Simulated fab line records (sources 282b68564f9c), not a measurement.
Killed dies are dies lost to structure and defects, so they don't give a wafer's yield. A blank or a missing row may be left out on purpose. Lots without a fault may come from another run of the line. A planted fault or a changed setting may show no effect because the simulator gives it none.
fab line records	flow rit-cmos
[record] lots = 5	wafers = 15	last-day = 5
route steps=202 shown PSD@150 SDANNEAL@153 NSD@158 PLDD@159 NLDD@160 SILICIDE@161 M1@202
lots that met no fault: from a run of the same line without faults
start-h: start of the lot's first displayed wafer, in hours after the record's first day	wait-h: hours elapsed since this lot's preceding step	" repeats the value in the row above	L1.1+2: several wafers, shown together as one row	- no value present, or no start provided	* or withheld: withheld	< > ~ a bound
route shown NAME@n: a module of which the file shows steps, and the number in the route of the first	usual: mean/standard deviation of fault-free wafers	same: alike in all rows	chamber/n: place in a boat	sites: per-site readings	_std_site: the values' standard deviation	_edge_site: mean of outer sites minus mean of inner sites	radius-mm: how far each site lies from the wafer's centre	mask NAME#n: copy n	behind: the last tool/chamber to shape the wafer	hold: why the lot was held/for how many hours/how that ended	device: transistor that didn't switch, given as n, p or np	end of line: tests of these same wafers at the route's end	where a step has no rows: the recipe by itself	killed: dies that structure and defects cost at the first sort, which is not the same as the wafer's yield	map: a wafer's dies, marking killed ones x, the rest . and places with no die _
set.NAME: the setting as run; set.NAME@STEP: as run at that earlier step	model.NAME: the simulator's own value behind a step, which no gauge read
lots at some steps of the route; a table a step, a row a wafer
services: from which hour (start-h, from the record's first day; less than 0 if before it) a tool's chamber was out of use, for how many hours, and why
[[steps]]
[step RIT_PSD_IMPLANT_08]
[recipe] species = BF2	energy-kev = 27	dose-cm2 = 5.073e+15	tilt-deg = 7
[step RIT_PSD_STRIP_09]
[recipe] chemistry = O2	time-s = 180	resist = NOVOLAK	platen-temp-c = withheld	power-w = 500	pressure-mtorr = 4000	o2-flow-sccm = 4000
[usual] drypump-motor-current-A = 5.7/0.43	o2-flow-sccm = 4000/12
lot.wafer	tool	chamber	start-h	wait-h	drypump-motor-current-A	o2-flow-sccm	rf-hours-counter-h
L354.1	plasma-asher-02	1	65.26	0.1	5.9	3981	40
L354.4	"	1	"	"	6.0	3999	-
L354.6	"	0	"	"	5.7	3979	-
L356.1	plasma-asher-02	0	76.05	0.1	5.7	3969	41
L356.3	"	0	"	"	5.7	3998	-
L356.5	"	1	"	"	6.0	4008	-
L358.1	plasma-asher-02	0	84.66	0.1	5.6	3989	42
L358.3	"	0	"	"	5.7	3999	-
L358.6	"	0	"	"	5.7	3997	-
L359.1	plasma-asher-04	1	89.77	0.1	5.8	4017	43
L359.3	"	1	"	"	5.8	4010	-
L359.5	"	1	"	"	5.8	3998	-
L361.1	plasma-asher-04	1	99.73	0.1	5.8	3999	44
L361.3	"	1	"	"	5.9	3997	-
L361.6	"	0	"	"	5.9	4016	-
[step RIT_PSD_TW_MEAS_10]
[usual] PSD_TW = 3422/14
lot.wafer	tool	chamber	start-h	wait-h	PSD_TW
L354.1	film-metro-04	-	65.44	0.1	3425
L354.4	"	-	"	"	3421
L354.6	"	-	"	"	3412
L356.1	film-metro-02	-	76.23	0.1	3406
L356.3	"	-	"	"	3403
L356.5	"	-	"	"	3409
L358.1	film-metro-03	-	84.83	0.1	3402
L358.3	"	-	"	"	3403
L358.6	"	-	"	"	3411
L359.1	film-metro-02	-	89.95	0.1	3416
L359.3	"	-	"	"	3438
L359.5	"	-	"	"	3427
L361.1	film-metro-02	-	99.91	0.1	3415
L361.3	"	-	"	"	3414
L361.6	"	-	"	"	3426
[step RIT_SDANNEAL_CLEAN_00]
[recipe] chemistry = SC1	mix = 3:3:50	time-s = 600	temp-c = 75
[step RIT_SDANNEAL_CLEAN_01]
[recipe] chemistry = dHF	dilution = 50:1	time-s = 30
[step RIT_SDANNEAL_CLEAN_02]
[recipe] chemistry = SC2	mix = 3:3:50	time-s = 600	temp-c = 75	dry = n2-spin
[step RIT_SDANNEAL_RTA_03]
[recipe] temp-c = 1050	time-s = 5	idle-temp-c = 600	ramp-up-c-per-s = 342	ramp-down-c-per-s = 171	cool-to-c = 600	ambient = N2
[usual] ramp-down-c-per-s = 171.00/0.033	wafer_temp_C_max = 1053.4/1.1
lot.wafer	tool	chamber	start-h	wait-h	ramp-down-c-per-s	wafer_temp_C_max
L354.1	rtp-anneal-02	0	65.88	0.0	171.05	1053.6
L354.4	"	0	"	"	171.00	1053.5
L354.6	"	0	"	"	171.03	1054.6
L356.1	rtp-anneal-02	0	76.65	0.0	170.96	1054.6
L356.3	"	0	"	"	171.06	1052.1
L356.5	"	0	"	"	171.00	1054.6
L358.1	rtp-anneal-02	0	85.26	0.0	170.98	1052.3
L358.3	"	0	"	"	171.00	1052.0
L358.6	"	0	"	"	170.95	1051.5
L359.1	rtp-anneal-01	0	90.39	0.0	170.99	1054.5
L359.3	"	0	"	"	170.95	1056.0
L359.5	"	0	"	"	170.99	1053.0
L361.1	rtp-anneal-01	0	100.37	0.0	171.00	1052.9
L361.3	"	0	"	"	171.00	1051.9
L361.6	"	0	"	"	170.96	1052.8
[step RIT_SDANNEAL_RS_MEAS_04]
[recipe] thk-meas-gauge = four-point-probe
[usual] PSD_RS = 115.6/0.31
lot.wafer	tool	chamber	start-h	wait-h	PSD_RS[ohm/sq]
L354.1	film-metro-02	-	65.94	0.0	115.1
L354.4	"	-	"	"	115.5
L354.6	"	-	"	"	115.2
L356.1	film-metro-03	-	76.71	0.0	115.7
L356.3	"	-	"	"	115.4
L356.5	"	-	"	"	115.8
L358.1	film-metro-02	-	85.32	0.0	115.5
L358.3	"	-	"	"	115.8
L358.6	"	-	"	"	115.6
L359.1	film-metro-02	-	90.45	0.0	115.0
L359.3	"	-	"	"	115.3
L359.5	"	-	"	"	115.2
L361.1	film-metro-02	-	100.43	0.0	115.8
L361.3	"	-	"	"	115.6
L361.6	"	-	"	"	115.5
[step RIT_SDANNEAL_RS_MEAS_05]
[recipe] thk-meas-gauge = four-point-probe
[usual] NSD_RS = 84.51/0.28
lot.wafer	tool	chamber	start-h	wait-h	NSD_RS[ohm/sq]
L354.1	film-metro-02	-	66.06	0.1	84.66
L354.4	"	-	"	"	84.62
L354.6	"	-	"	"	84.32
L356.1	film-metro-03	-	76.83	0.1	84.81
L356.3	"	-	"	"	84.74
L356.5	"	-	"	"	84.95
L358.1	film-metro-02	-	85.44	0.1	84.39
L358.3	"	-	"	"	84.34
L358.6	"	-	"	"	84.53
L359.1	film-metro-02	-	90.57	0.1	84.79
L359.3	"	-	"	"	84.56
L359.5	"	-	"	"	84.65
L361.1	film-metro-02	-	100.55	0.1	84.09
L361.3	"	-	"	"	84.05
L361.6	"	-	"	"	84.50
[step RIT_SDANNEAL_RS_MEAS_06]
[recipe] thk-meas-gauge = four-point-probe
[usual] PLDD_RS = 178.4/0.47
lot.wafer	tool	chamber	start-h	wait-h	PLDD_RS[ohm/sq]
L354.1	film-metro-02	-	66.18	0.1	177.7
L354.4	"	-	"	"	177.9
L354.6	"	-	"	"	178.2
L356.1	film-metro-03	-	76.95	0.1	178.2
L356.3	"	-	"	"	178.4
L356.5	"	-	"	"	178.6
L358.1	film-metro-02	-	85.56	0.1	178.6
L358.3	"	-	"	"	178.7
L358.6	"	-	"	"	178.3
L359.1	film-metro-02	-	90.69	0.1	177.8
L359.3	"	-	"	"	178.0
L359.5	"	-	"	"	178.1
L361.1	film-metro-02	-	100.67	0.1	178.1
L361.3	"	-	"	"	179.2
L361.6	"	-	"	"	178.5
[step RIT_SDANNEAL_RS_MEAS_07]
[recipe] thk-meas-gauge = four-point-probe
[usual] NLDD_RS = 151.5/0.54
lot.wafer	tool	chamber	start-h	wait-h	NLDD_RS[ohm/sq]
L354.1	film-metro-02	-	66.30	0.1	150.4
L354.4	"	-	"	"	150.7
L354.6	"	-	"	"	150.8
L356.1	film-metro-03	-	77.07	0.1	151.6
L356.3	"	-	"	"	151.4
L356.5	"	-	"	"	151.0
L358.1	film-metro-02	-	85.68	0.1	151.6
L358.3	"	-	"	"	151.8
L358.6	"	-	"	"	151.6
L359.1	film-metro-02	-	90.81	0.1	151.3
L359.3	"	-	"	"	150.8
L359.5	"	-	"	"	151.3
L361.1	film-metro-02	-	100.79	0.1	152.2
L361.3	"	-	"	"	151.9
L361.6	"	-	"	"	151.7
[step RIT_SILICIDE_WET_ETCH_00]
[recipe] chemistry = BOE	target = SiO2	target-depth-nm = 14	time-s = 15	dry = n2-spin	dilution = 10:1	temp-c = 21.5
[step RIT_SILICIDE_SPUTTER_01]
[recipe] material = Ti	target-thk-nm = 30	power-w = 337.6	chamber-pressure-pa = 0.667	gas = Ar	time-s = 240	substrate-temp-c = 25
[usual] throttle-valve-pct = 29.9/1.2
lot.wafer	tool	chamber	start-h	wait-h	throttle-valve-pct	model.Ti_of_SILICIDE_SPUTTER_01.thk-nm
L354.1	pvd-sputter-03	-	66.43	0.0	29.5	29
L354.4	"	-	"	"	29.7	29.18
L354.6	"	-	"	"	29.6	29.01
L356.1	pvd-sputter-03	-	77.20	0.0	29.5	29.02
L356.3	"	-	"	"	29.0	29.13
L356.5	"	-	"	"	29.6	29.17
L358.1	pvd-sputter-03	-	85.81	0.0	29.6	25.12
L358.3	"	-	"	"	29.5	28.89
L358.6	"	-	"	"	29.6	24.82
L359.1	pvd-sputter-04	-	90.94	0.0	30.4	29.25
L359.3	"	-	"	"	31.6	28.86
L359.5	"	-	"	"	30.5	29.24
L361.1	pvd-sputter-02	-	100.92	0.0	29.6	28.99
L361.3	"	-	"	"	28.7	28.74
L361.6	"	-	"	"	28.8	29.1
[step RIT_SILICIDE_RS_MEAS_02]
[recipe] thk-meas-gauge = four-point-probe	reads = Ti_of_SILICIDE_SPUTTER_01
[usual] SILICIDE_TI_RS = 49.7/0.57
lot.wafer	tool	chamber	start-h	wait-h	SILICIDE_TI_RS[ohm/sq]
L354.1	film-metro-02	-	66.58	0.1	49.9
L354.4	"	-	"	"	49.4
L354.6	"	-	"	"	49.8
L356.1	film-metro-04	-	77.35	0.1	49.9
L356.3	"	-	"	"	49.5
L356.5	"	-	"	"	49.5
L358.1	film-metro-04	-	85.96	0.1	59.7
L358.3	"	-	"	"	50.0
L358.6	"	-	"	"	60.6
L359.1	film-metro-01	-	91.09	0.1	49.4
L359.3	"	-	"	"	50.3
L359.5	"	-	"	"	49.5
L361.1	film-metro-04	-	101.07	0.1	49.9
L361.3	"	-	"	"	50.4
L361.6	"	-	"	"	49.7
[step RIT_SILICIDE_THK_MEAS_03]
[recipe] thk-meas-gauge = xrf	reads = Ti_of_SILICIDE_SPUTTER_01
[usual] SILICIDE_TI_THK = 28.8/0.31
lot.wafer	tool	chamber	start-h	wait-h	SILICIDE_TI_THK[nm]
L354.1	film-metro-02	-	66.70	0.1	28.8
L354.4	"	-	"	"	28.6
L354.6	"	-	"	"	28.6
L356.1	film-metro-04	-	77.47	0.1	28.5
L356.3	"	-	"	"	28.7
L356.5	"	-	"	"	28.7
L358.1	film-metro-04	-	86.08	0.1	24.7
L358.3	"	-	"	"	28.3
L358.6	"	-	"	"	24.4
L359.1	film-metro-01	-	91.21	0.1	28.9
L359.3	"	-	"	"	28.8
L359.5	"	-	"	"	28.9
L361.1	film-metro-04	-	101.19	0.1	28.7
L361.3	"	-	"	"	28.2
L361.6	"	-	"	"	28.7
[step RIT_SILICIDE_RTA_04]
[recipe] temp-c = 650	time-s = 10	idle-temp-c = 25	ramp-up-s = 5	ramp-down-s = 5	cool-to-c = 25	ambient = N2
[usual] wafer_temp_C_max = 652.8/0.66
lot.wafer	tool	chamber	start-h	wait-h	wafer_temp_C_max
L354.1	rtp-anneal-01	0	66.76	0.1	652.5
L354.4	"	0	"	"	652.4
L354.6	"	0	"	"	652.7
L356.1	rtp-anneal-01	0	77.53	0.1	653.2
L356.3	"	0	"	"	653.8
L356.5	"	0	"	"	652.1
L358.1	rtp-anneal-01	0	86.14	0.1	653.0
L358.3	"	0	"	"	652.2
L358.6	"	0	"	"	653.0
L359.1	rtp-anneal-02	0	91.27	0.1	652.5
L359.3	"	0	"	"	653.3
L359.5	"	0	"	"	653.1
L361.1	rtp-anneal-02	0	101.25	0.1	653.6
L361.3	"	0	"	"	653.9
L361.6	"	0	"	"	654.8
[step RIT_M1_PROBE_99]
[usual] killed-at-contacts = 0.1/0.3	killed-at-front-end = 6.7/2.6	killed-dies = 6.8/2.6	killed-open = 3.3/1.7	killed-short = 3.4/2
[same] gross-dies = 264	killed_at_M0_to_M3 = 0	killed_at_M4_up = 0	killed-at-back-side = 0	killed-at-other = 0
lot.wafer	tool	chamber	start-h	wait-h	killed-at-contacts	killed-at-front-end	killed-dies	killed-open	killed-short	model.etest.npoly-line.line-ohm-um	model.etest.ppoly-line.line-ohm-um	model.etest.contact-nplus.end-ohm-um	model.etest.contact-pplus.end-ohm-um	model.etest.npoly-line.rs-ohm-sq	model.etest.ppoly-line.rs-ohm-sq	model.etest.npoly-sal.rs-ohm-sq	model.etest.ppoly-sal.rs-ohm-sq
L354.1	prober-01	-	73.32	0.1	0	8	8	4	4	171.6	167.3	41.17	43.81	17.46	16.88	4.435	4.419
L354.4	prober-01	-	73.47	0.2	1	11	12	7	5	166.4	159.2	41.25	44.43	17.38	16.76	4.435	4.416
L354.6	prober-01	-	73.57	0.2	0	6	6	3	3	170.3	162.5	40.68	43.34	17.41	16.88	4.465	4.43
L356.1	prober-01	-	83.94	0.1	0	8	8	5	3	173.2	168.3	40.92	44.24	17.4	17	4.481	4.43
L356.3	prober-01	-	84.04	0.2	0	11	11	1	10	171.9	165.7	40.74	44.5	17.35	16.86	4.463	4.409
L356.5	prober-01	-	84.14	0.2	0	4	4	3	1	176.5	165.3	41.37	43.91	17.3	16.72	4.435	4.401
L358.1	prober-01	-	92.69	0.1	0	8	8	5	2	192.4	187.5	35.52	39.62	19.58	18.76	5.149	5.094
L358.3	prober-01	-	92.79	0.2	0	3	3	0	3	179.9	173.8	40.91	43.49	17.87	17.14	4.549	4.495
L358.6	prober-01	-	92.94	0.2	0	5	5	3	2	198	187.5	36.46	38.61	19.89	19.1	5.207	5.122
L359.1	prober-02	-	97.91	0.1	0	5	5	2	3	169.5	162.7	40.86	43.05	17.43	16.82	4.491	4.429
L359.3	prober-02	-	98.01	0.2	0	6	6	5	1	172.8	164.3	40.62	41.59	17.51	17.15	4.519	4.449
L359.5	prober-02	-	98.11	0.2	0	5	5	4	1	168.9	164.1	42.08	42.64	17.28	16.74	4.454	4.414
L361.1	prober-01	-	108.10	0.1	0	6	6	4	2	169.8	166.3	39.21	42.56	17.34	16.92	4.462	4.401
L361.3	prober-01	-	108.20	0.2	0	6	6	1	5	172.7	165.4	40.27	42.87	17.4	16.9	4.492	4.436
L361.6	prober-01	-	108.35	0.2	0	2	2	2	0	166.8	161.2	41.14	43.93	17.31	16.89	4.441	4.377
// killed by level:class
L354.1 GATE:geometric-particle:short=2 FOX1:geometric-particle:open=1 FOX1:geometric-particle:short=1 GATE:geometric-particle:open=1 REOX:geometric-particle:short=1 REOX:geometric-particle:open=1 SILICIDE:geometric-particle:open=1
L354.4 GATE:geometric-particle:short=3 GATE:geometric-particle:open=3 FOX2:geometric-particle:open=1 REOX:geometric-particle:open=1 REOX:geometric-particle:short=1 SPACER:geometric-particle:open=1 SILICIDE:geometric-particle:short=1 CONTACT:geometric-particle:open=1
L354.6 FOX1:geometric-particle:open=2 FOX1:geometric-particle:short=2 GATE:geometric-particle:short=1 GATE:geometric-particle:open=1
L356.1 REOX:geometric-particle:short=2 FOX1:geometric-particle:short=1 FOX1:geometric-particle:open=1 GATE:geometric-particle:open=1 REOX:geometric-particle:open=1 SPACER:geometric-particle:open=1 SILICIDE:geometric-particle:open=1
L356.3 REOX:geometric-particle:short=6 GATE:geometric-particle:short=2 GATE:geometric-particle:open=1 SPACER:geometric-particle:short=1 SILICIDE:geometric-particle:short=1
L356.5 FOX1:geometric-particle:open=1 FOX1:geometric-particle:short=1 GATE:geometric-particle:open=1 SILICIDE:geometric-particle:open=1
L358.1 SILICIDE:geometric-particle:open=2 ACTIVE:geometric-particle:open=1 FOX1:geometric-particle:open=1 FOX1:geometric-particle:short=1 GATE:geometric-particle:short=1 SPACER:geometric-particle:open=1 NWELL:coat-microbubble-printed=1
L358.3 FOX2:geometric-particle:short=1 REOX:geometric-particle:short=1 SPACER:geometric-particle:short=1
L358.6 FOX1:geometric-particle:short=2 GATE:geometric-particle:open=2 FOX2:geometric-particle:open=1
L359.1 FOX1:geometric-particle:open=1 GATE:geometric-particle:short=1 SPACER:geometric-particle:short=1 SILICIDE:geometric-particle:open=1 SILICIDE:geometric-particle:short=1
L359.3 FOX2:geometric-particle:open=2 GATE:geometric-particle:open=2 GATE:geometric-particle:short=1 SILICIDE:geometric-particle:open=1
L359.5 FOX2:geometric-particle:short=1 FOX2:geometric-particle:open=1 GATE:geometric-particle:open=1 REOX:geometric-particle:open=1 SILICIDE:geometric-particle:open=1
L361.1 FOX1:geometric-particle:open=2 REOX:geometric-particle:open=2 FOX1:geometric-particle:short=1 SPACER:geometric-particle:short=1
L361.3 FOX1:geometric-particle:short=1 GATE:geometric-particle:short=1 REOX:geometric-particle:short=1 REOX:geometric-particle:open=1 SPACER:geometric-particle:short=1 SILICIDE:geometric-particle:short=1
L361.6 FOX2:geometric-particle:open=1 GATE:geometric-particle:open=1
[[services]]
tool	chamber	start-h	hours	kind
plasma-asher-04	-	62.96	15.9	pm
pvd-sputter-02	-	63.99	2.9	repair
plasma-asher-02	-	67.06	1.2	repair
[[key]]
[first-sign] step = RIT_SILICIDE_RS_MEAS_02	reading = SILICIDE_TI_RS	direction = up	sigmas = 18	usual = 49.7	struck = 60.2
[effect] step = RIT_SILICIDE_THK_MEAS_03	reading = SILICIDE_TI_THK	direction = down	sigmas = 14	usual = 28.8	struck = 24.5
[model-effect] step = RIT_SILICIDE_SPUTTER_01	value = Ti_of_SILICIDE_SPUTTER_01.thk-nm	without = 28.71	struck = 24.97
[model-effect] step = RIT_M1_PROBE_99	value = etest.npoly-line.line-ohm-um	without = 180.1	struck = 195.2
met-at RIT_SILICIDE_SPUTTER_01
struck-wafers L358.1,L358.6
tester-left-out L358
onset-between 77.20 85.81
[fault] kind = process-parameter-drift	tool = pvd-sputter-03	chamber = -	onset-h = 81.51	steps = RIT_SILICIDE_SPUTTER_01	channel = time-s	offset = *	shape = step	end-h = 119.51	stated = *	scope = struck-wafers-only
// tester-left-out: of these lots the tester's yield and bins aren't shown, on N5 and GAA mostly nor the transistor test; their killed dies are dies lost to structure and defects alone, not to doping, threshold or leakage, so they don't give the yield
